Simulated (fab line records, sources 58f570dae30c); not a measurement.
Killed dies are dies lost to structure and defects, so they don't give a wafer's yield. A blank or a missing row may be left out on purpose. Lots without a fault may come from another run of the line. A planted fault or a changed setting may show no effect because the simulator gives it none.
Problem report in the 8D (eight disciplines) form, filled by code | flow berkeley_cmos170 | the parts of the form that need people (team, actions taken, sign-off) are left out

1. THE PROBLEM
run_length_s at UCB170_GATE_ETCH_15 reads a mean of 100.8 s on 2 wafers of 1 lot; wafers without a fault read 84.7 s with a standard deviation of 0.44. That is +37 standard deviations from the usual mean.
The step: etches poly-Si in HBr/Cl2, stops on SiO2, time 56.3 s, target depth 278.2 nm.
First seen on wafer L180.2, day 10 16:38, on rie_si-02. The record holds 39 wafers of 13 lots with a number at this step. Rule for "out", or "out of limits": more than 4 standard deviations from the usual mean. The other wafers with a number count as sound.

2. WHAT IT IS AND WHAT IT IS NOT
question                    | is                           | is not
which readings at this step | run_length_s, oes_product_au | drypump_motor_current_A, throttle_valve_pct
which lots                  | L180                         | L164, L165, L166, L167, L168, L169, L170, L171, L176, L178, L183, L186
which wafers of those lots  | L180.2, L180.4               | L180.3
read on which tools         | rie_si-02                    | rie_si-01
when                        | from day 10 16:38            | up to then (31 sound wafers); but 6 sound wafers of L183, L186 came after

3. SUSPECTS, AND WHAT RULES EACH OUT
Counting: a tool at a process step up to the reading stays a suspect if it ran every lot that is out. Sound lots after the first of them don't rule it out here, since some wafers of a struck lot are sound.
- rie_si-02 at UCB170_GATE_ETCH_15 (etches poly-Si in HBr/Cl2, stops on SiO2, time 56.3 s, target depth 278.2 nm): kept. It ran the lot that is out, L180 (day 10 16:38); its last sound lot up to then is L176 (day 9 15:35). Its own readings are out on those wafers: oes_product_au, run_length_s.
- Within rie_si-02 at UCB170_GATE_ETCH_15: the wafers that are out ran in chamber 2; their sound lot-mates ran in chamber 1.
Left after counting: rie_si-02 at UCB170_GATE_ETCH_15.

4. THE CAUSE (what the simulator had put in)
Process parameter drift: rie_si-02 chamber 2, from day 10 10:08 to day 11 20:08, at UCB170_GATE_ETCH_15. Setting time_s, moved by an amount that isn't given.
Counting left only this tool.

5. THE CHAIN OF EFFECTS, in route order
Each row: a reading whose mean over the struck wafers that have a number lies more than 3 standard deviations from the usual. Only readings for which the record gives a usual standard deviation are gone through. hours: the time from each lot's start at the first step in this table that gives one to its start at this step, as a median over the lots. sigmas: the change in usual standard deviations.
hours | step                | reading        | usual      | on struck wafers | change | sigmas
0     | UCB170_GATE_ETCH_15 | oes_product_au | 0.832 a.u. | 0.730            | -0.102 | -6.3
0     | UCB170_GATE_ETCH_15 | run_length_s   | 84.7 s     | 100.8            | +16.1  | +37
The process steps in it:
- UCB170_GATE_ETCH_15: etches poly-Si in HBr/Cl2, stops on SiO2, time 56.3 s, target depth 278.2 nm.
Later measuring or inspecting steps at which every struck wafer that the step has a row for has a number for every such reading, and none has moved that far: UCB170_V2_BOW_MEAS_03.

6. WHAT WOULD HAVE CAUGHT IT SOONER
In this record the first reading out of limits was taken at day 10 16:38, 7 hours after the fault began at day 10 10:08.
